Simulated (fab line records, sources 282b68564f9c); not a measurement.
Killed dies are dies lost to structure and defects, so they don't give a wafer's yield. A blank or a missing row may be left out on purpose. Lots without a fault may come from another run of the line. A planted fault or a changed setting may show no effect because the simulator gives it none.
fab line records | flow rit_cmos
record lots=13 wafers=39 last_day=7
route steps=202 shown PWELL@48 NLDD@113 CONTACT@173 M1@202
lots that met no fault: from a run of the same line without faults
start_h: hours from the record's first day to the start of the lot's first wafer shown | wait_h: hours since the lot's step before | " the same as in the row above | L1.1+2: a row that stands for several wafers | - no value, or no start given | * or withheld: withheld | < > ~ a bound
route shown NAME@n: a module of which the file shows steps, and the number in the route of the first | usual: mean/standard deviation of fault-free wafers | same: alike in all rows | chamber/n: place in a boat | sites: the reading at each site | _std_site: their standard deviation | _edge_site: outer sites' mean less inner sites' | radius_mm: how far each site lies from the wafer's centre | mask NAME#n: copy n | behind: the tool/chamber that last shaped the wafer | hold: why the lot was held/for how many hours/how that ended | device: the transistor (n, p or np) that didn't switch | end of line: the same wafers' tests at the end of the route | a step without rows: its recipe alone | killed: dies lost to structure and defects at the first sort, not the wafer's yield | map: a wafer's dies, x killed, . not, _ none there
set.NAME: the setting as run; set.NAME@STEP: as run at that earlier step | model.NAME: the simulator's own value behind a step, which no gauge read
steps of the route over a sample of lots; a table a step, a row a wafer
services: from which hour (start_h, from the record's first day; less than 0 if before it) a tool's chamber was out of use, for how many hours, and why
## steps
# step RIT_PWELL_STRIP_09
# recipe chemistry=O2 time_s=180 resist=NOVOLAK platen_temp_c=withheld power_w=500 pressure_mtorr=4000 o2_flow_sccm=4000
# usual drypump_motor_current_A=5.90/0.25
# columns lot.wafer tool chamber start_h wait_h drypump_motor_current_A rf_hours_counter_h
L825.2 plasma_asher-01 0 22.52 0.1 5.80 40
L825.4 " 1 " " 5.90 -
L825.5 " 1 " " 5.91 -
L826.1 plasma_asher-03 1 27.40 0.1 6.00 38
L826.2 " 0 " " 6.17 38
L826.4 " 1 " " 5.96 -
L827.1 plasma_asher-02 0 32.18 0.1 5.45 40
L827.2 " 1 " " 6.12 40
L827.4 " 0 " " 5.44 -
L829.1 plasma_asher-01 0 43.77 0.1 5.80 42
L829.3 " 0 " " 5.80 -
L829.6 " 1 " " 5.92 -
L830.3 plasma_asher-02 1 47.76 0.1 6.15 -
L830.4 " 0 " " 5.44 -
L830.6 " 0 " " 5.44 -
L832.2 plasma_asher-02 0 58.65 0.1 5.42 42
L832.3 " 1 " " 6.11 -
L832.6 " 0 " " 5.44 -
L836.1 plasma_asher-01 1 77.46 0.1 5.91 46
L836.5 " 1 " " 5.91 -
L836.6 " 0 " " 5.81 -
L837.1 plasma_asher-01 0 82.95 0.1 5.79 47
L837.5 " 1 " " 5.90 -
L837.6 " 0 " " 5.81 -
L843.2 plasma_asher-03 0 112.95 0.1 6.18 47
L843.4 " 0 " " 6.18 -
L843.6 " 1 " " 5.98 -
L844.1 plasma_asher-01 1 119.09 0.1 5.93 51
L844.3 " 0 " " 5.79 -
L844.6 " 0 " " 5.81 -
L845.1 plasma_asher-03 1 127.57 0.1 5.98 49
L845.3 " 1 " " 6.04 -
L845.6 " 0 " " 6.14 -
L847.2 plasma_asher-02 0 133.99 0.1 5.40 1
L847.3 " 0 " " 5.39 -
L847.5 " 1 " " 6.13 -
L848.2 plasma_asher-03 1 142.39 0.1 5.99 50
L848.5 " 0 " " 6.14 -
L848.6 " 1 " " 5.96 -
# step RIT_PWELL_TW_MEAS_10
# usual PWELL_TW=951/10
# columns lot.wafer tool chamber start_h wait_h PWELL_TW
L825.2 film_metro-02 - 22.71 0.1 958
L825.4 " - " " 955
L825.5 " - " " 955
L826.1 film_metro-02 - 27.57 0.1 962
L826.2 " - " " 962
L826.4 " - " " 965
L827.1 film_metro-03 - 32.36 0.1 945
L827.2 " - " " 951
L827.4 " - " " 949
L829.1 film_metro-03 - 43.94 0.1 957
L829.3 " - " " 953
L829.6 " - " " 950
L830.3 film_metro-03 - 47.90 0.1 947
L830.4 " - " " 950
L830.6 " - " " 945
L832.2 film_metro-04 - 58.84 0.1 937
L832.3 " - " " 943
L832.6 " - " " 942
L836.1 film_metro-03 - 77.63 0.1 948
L836.5 " - " " 952
L836.6 " - " " 942
L837.1 film_metro-02 - 83.13 0.1 963
L837.5 " - " " 957
L837.6 " - " " 962
L843.2 film_metro-02 - 113.14 0.1 962
L843.4 " - " " 960
L843.6 " - " " 961
L844.1 film_metro-02 - 119.27 0.1 961
L844.3 " - " " 958
L844.6 " - " " 967
L845.1 film_metro-03 - 127.75 0.1 955
L845.3 " - " " 958
L845.6 " - " " 960
L847.2 film_metro-04 - 134.17 0.1 945
L847.3 " - " " 939
L847.5 " - " " 943
L848.2 film_metro-04 - 142.57 0.1 941
L848.5 " - " " 934
L848.6 " - " " 941
# step RIT_NLDD_TW_MEAS_10
# usual NLDD_TW=2486/25
# columns lot.wafer tool chamber start_h wait_h NLDD_TW
L825.2 film_metro-03 - 41.94 0.1 2484
L825.4 " - " " 2500
L825.5 " - " " 2485
L826.1 film_metro-01 - 46.07 0.1 2462
L826.2 " - " " 2456
L826.4 " - " " 2460
L827.1 film_metro-01 - 53.35 0.1 2462
L827.2 " - " " 2452
L827.4 " - " " 2461
L829.1 film_metro-01 - 63.51 0.1 2463
L829.3 " - " " 2459
L829.6 " - " " 2457
L830.3 film_metro-03 - 67.30 0.1 2489
L830.4 " - " " 2482
L830.6 " - " " 2495
L832.2 film_metro-02 - 79.56 0.1 2525
L832.3 " - " " 2521
L832.6 " - " " 2510
L836.1 film_metro-02 - 98.05 0.1 2513
L836.5 " - " " 2535
L836.6 " - " " 2523
L837.1 film_metro-02 - 102.05 0.1 2514
L837.5 " - " " 2520
L837.6 " - " " 2517
L843.2 film_metro-01 - 136.11 0.1 2452
L843.4 " - " " 2460
L843.6 " - " " 2464
L844.1 film_metro-03 - 138.65 0.1 2513
L844.3 " - " " 2501
L844.6 " - " " 2509
L845.1 film_metro-03 - 150.59 0.1 2480
L845.3 " - " " 2478
L845.6 " - " " 2482
L847.2 film_metro-03 - 157.74 0.1 2478
L847.3 " - " " 2495
L847.5 " - " " 2482
L848.2 film_metro-02 - 163.53 0.1 2525
L848.5 " - " " 2517
L848.6 " - " " 2527
# step RIT_CONTACT_EXPOSE_05
# recipe mask_id=M11 na=0.6 source_shape=conventional sigma_outer=0.5 target_cd_nm=1000 dose_mj=250
# usual exposure_dose_mJ_cm2=249.88/0.23
# same na=0.6
# columns lot.wafer tool chamber start_h wait_h mask exposure_dose_mJ_cm2
L825.2 iline_stepper-02 0 51.18 0.2 M11#0 250.07
L825.4 " 0 " " M11#0 249.48
L825.5 " 0 " " M11#0 249.80
L826.1 iline_stepper-01 0 56.79 0.2 M11#0 249.99
L826.2 " 0 " " M11#0 250.50
L826.4 " 0 " " M11#0 250.29
L827.1 iline_stepper-01 0 62.70 0.1 M11#0 250.03
L827.2 " 0 " " M11#0 249.83
L827.4 " 0 " " M11#0 249.86
L829.1 iline_stepper-01 0 74.12 0.2 M11#0 239.04
L829.3 " 0 " " M11#0 239.07
L829.6 " 0 " " M11#0 239.07
L830.3 iline_stepper-01 0 77.02 0.1 M11#0 240.91
L830.4 " 0 " " M11#0 241.25
L830.6 " 0 " " M11#0 241.13
L832.2 iline_stepper-02 0 88.91 0.1 M11#0 249.82
L832.3 " 0 " " M11#0 250.15
L832.6 " 0 " " M11#0 249.92
L836.1 iline_stepper-02 0 108.40 0.2 M11#0 250.05
L836.5 " 0 " " M11#0 249.98
L836.6 " 0 " " M11#0 249.79
L837.1 iline_stepper-02 0 111.22 0.1 M11#0 249.92
L837.5 " 0 " " M11#0 250.06
L837.6 " 0 " " M11#0 249.76
L843.2 iline_stepper-02 0 145.80 0.2 M11#0 249.79
L843.4 " 0 " " M11#0 249.75
L843.6 " 0 " " M11#0 249.77
L844.1 iline_stepper-02 0 147.58 0.1 M11#0 249.71
L844.3 " 0 " " M11#0 249.90
L844.6 " 0 " " M11#0 250.18
L845.1 iline_stepper-02 0 159.84 0.1 M11#0 249.85
L845.3 " 0 " " M11#0 249.89
L845.6 " 0 " " M11#0 249.80
L847.2 iline_stepper-02 0 167.39 0.2 M11#0 249.43
L847.3 " 0 " " M11#0 249.68
L847.5 " 0 " " M11#0 249.56
L848.2 iline_stepper-02 0 172.92 0.1 M11#0 249.88
L848.5 " 0 " " M11#0 250.17
L848.6 " 0 " " M11#0 249.56
# step RIT_CONTACT_CD_MEAS_08
# recipe target_cd_nm=1000
# usual cd_nm=999.0/2.6
# columns lot.wafer tool chamber start_h wait_h cd_nm
L825.2 cd_sem-01 - 51.69 - 1004.7
L825.4 " - " " 1004.7
L825.5 " - " " 1001.8
L826.1 cd_sem-01 - 57.31 - 1003.6
L826.2 " - " " 1002.9
L826.4 " - " " 1002.4
L827.1 cd_sem-01 - 63.22 - 996.6
L827.2 " - " " 994.5
L827.4 " - " " 996.1
L829.1 cd_sem-02 - 74.64 - 986.1
L829.3 " - " " 987.2
L829.6 " - " " 986.9
L830.3 cd_sem-01 - 77.61 - 993.7
L830.4 " - " " 991.6
L830.6 " - " " 992.0
L832.2 cd_sem-01 - 89.42 - 1001.2
L832.3 " - " " 998.9
L832.6 " - " " 997.7
L836.1 cd_sem-02 - 108.92 - 1001.6
L836.5 " - " " 999.7
L836.6 " - " " 999.0
L837.1 cd_sem-02 - 111.73 - 993.2
L837.5 " - " " 995.6
L837.6 " - " " 997.2
L843.2 cd_sem-02 - 146.32 - 1001.0
L843.4 " - " " 998.7
L843.6 " - " " 1002.3
L844.1 cd_sem-02 - 148.09 - 996.8
L844.3 " - " " 997.1
L844.6 " - " " 997.4
L845.1 cd_sem-02 - 160.36 - 995.1
L845.3 " - " " 992.7
L845.6 " - " " 994.0
L847.2 cd_sem-02 - 167.91 - 998.1
L847.3 " - " " 997.1
L847.5 " - " " 998.9
L848.2 cd_sem-02 - 173.44 - 1002.5
L848.5 " - " " 1002.4
L848.6 " - " " 1000.7
# step RIT_M1_PROBE_99
# usual killed_at_contacts=0.1/0.27 killed_at_front_end=6.4/2.9 killed_dies=6.5/3 killed_open=3.3/1.9 killed_short=3.2/1.7
# same gross_dies=264 killed_at_M0_to_M3=0 killed_at_M4_up=0 killed_at_back_side=0 killed_at_other=0
# columns lot.wafer tool chamber start_h wait_h killed_at_contacts killed_at_front_end killed_dies killed_open killed_short
L827.1 prober-02 - 68.58 0.1 0 3 3 0 3
L827.2 prober-02 - 68.63 0.1 0 10 10 7 3
L827.4 prober-02 - 68.73 0.2 0 9 9 4 5
L832.2 prober-01 - 94.93 0.1 0 2 2 2 0
L832.3 prober-01 - 94.98 0.2 0 7 7 3 4
L832.6 prober-01 - 95.13 0.2 0 6 6 3 3
L836.1 prober-01 - 114.96 0.1 0 5 5 4 1
L836.5 prober-01 - 115.16 0.2 0 5 5 1 4
L836.6 prober-01 - 115.21 0.2 0 8 8 4 4
L844.1 prober-01 - 153.63 0.1 0 7 7 3 4
L844.3 prober-01 - 153.73 0.2 0 6 6 3 3
L844.6 prober-01 - 153.88 0.2 0 10 10 6 4
L848.2 prober-01 - 178.68 0.1 0 12 12 7 5
L848.5 prober-01 - 178.83 0.2 0 4 4 1 3
L848.6 prober-01 - 178.88 0.2 0 6 6 3 3
# killed by level:class
L827.1 GATE:geometric_particle:short=2 REOX:geometric_particle:short=1
L827.2 GATE:geometric_particle:open=3 REOX:geometric_particle:short=2 REOX:geometric_particle:open=2 FOX2:geometric_particle:open=1 GATE:geometric_particle:short=1 SILICIDE:geometric_particle:open=1
L827.4 GATE:geometric_particle:short=3 FOX2:geometric_particle:open=2 SILICIDE:geometric_particle:short=2 REOX:geometric_particle:open=1 SILICIDE:geometric_particle:open=1
L832.2 FOX1:geometric_particle:open=1 REOX:geometric_particle:open=1
L832.3 FOX1:geometric_particle:open=2 SPACER:geometric_particle:short=2 FOX2:geometric_particle:short=1 REOX:geometric_particle:open=1 SILICIDE:geometric_particle:short=1
L832.6 REOX:geometric_particle:short=2 GATE:geometric_particle:short=1 GATE:geometric_particle:open=1 REOX:geometric_particle:open=1 SPACER:geometric_particle:open=1
L836.1 GATE:geometric_particle:open=2 SPACER:geometric_particle:open=1 SPACER:geometric_particle:short=1 SILICIDE:geometric_particle:open=1
L836.5 GATE:geometric_particle:short=2 REOX:geometric_particle:open=1 SPACER:geometric_particle:short=1 SILICIDE:geometric_particle:short=1
L836.6 GATE:geometric_particle:short=2 SPACER:geometric_particle:open=2 GATE:geometric_particle:open=1 REOX:geometric_particle:open=1 SPACER:geometric_particle:short=1 SILICIDE:geometric_particle:short=1
L844.1 SPACER:geometric_particle:short=3 GATE:geometric_particle:open=2 FOX1:geometric_particle:short=1 SPACER:geometric_particle:open=1
L844.3 GATE:geometric_particle:open=3 GATE:geometric_particle:short=2 FOX2:geometric_particle:short=1
L844.6 GATE:geometric_particle:open=4 GATE:geometric_particle:short=2 FOX1:geometric_particle:short=1 FOX1:geometric_particle:open=1 FOX2:geometric_particle:short=1 SPACER:geometric_particle:open=1
L848.2 FOX1:geometric_particle:open=2 GATE:geometric_particle:short=2 SILICIDE:geometric_particle:short=2 FOX2:geometric_particle:open=1 FOX2:geometric_particle:short=1 GATE:geometric_particle:open=1 REOX:geometric_particle:open=1 SPACER:geometric_particle:open=1
L848.5 FOX1:geometric_particle:short=1 FOX1:geometric_particle:open=1 GATE:geometric_particle:short=1 SILICIDE:geometric_particle:short=1
L848.6 GATE:geometric_particle:open=3 GATE:geometric_particle:short=1 REOX:geometric_particle:short=1 SPACER:geometric_particle:short=1
## services
# columns tool chamber start_h hours kind
plasma_asher-03 - 10.82 4.0 repair
plasma_asher-01 - 27.67 0.6 repair
iline_stepper-02 0 48.20 - calibration
iline_stepper-02 - 49.12 1.7 pm
iline_stepper-01 0 90.26 - calibration
iline_stepper-01 - 97.70 1.7 pm
plasma_asher-02 - 108.75 9.0 pm
plasma_asher-02 0 108.75 9.0 vent_cycle
plasma_asher-02 1 108.75 9.0 vent_cycle
plasma_asher-02 0 117.75 - clean
plasma_asher-02 1 117.75 - clean
plasma_asher-01 - 144.01 10.0 pm
iline_stepper-01 - 163.26 4.3 pm
## key
first_sign step=RIT_CONTACT_EXPOSE_05 reading=exposure_dose_mJ_cm2 direction=down sigmas=43 usual=249.88 struck=240.08
effect step=RIT_CONTACT_CD_MEAS_08 reading=cd_nm direction=down sigmas=3.6 usual=999.0 struck=989.6 through=control_loop
met_at RIT_CONTACT_EXPOSE_05
struck_lots L829,L830
tester_left_out L829,L830
loop_trim step=RIT_CONTACT_EXPOSE_05 setting=dose lots=L830
not_acting_at RIT_PWELL_STRIP_09,RIT_PWELL_TW_MEAS_10,RIT_NLDD_TW_MEAS_10
onset_between 62.70 74.12
earlier_fault kind=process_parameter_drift tool=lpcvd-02 chamber=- onset_h=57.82 steps=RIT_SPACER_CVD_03 channel=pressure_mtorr offset=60 shape=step end_h=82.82 acts_in=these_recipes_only stated=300
fault kind=process_parameter_drift tool=iline_stepper-01 chamber=- onset_h=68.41 steps=RIT_CONTACT_EXPOSE_05 channel=dose_mj offset=-10.959 shape=step acts_in=these_recipes_only stated=250
# tester_left_out: of these lots the tester's yield and bins aren't shown, on N5 and GAA mostly nor the transistor test; their killed dies are dies lost to structure and defects alone, not to doping, threshold or leakage, so they don't give the yield
# loop_trim: a control loop set the setting to another value than it would have without faults
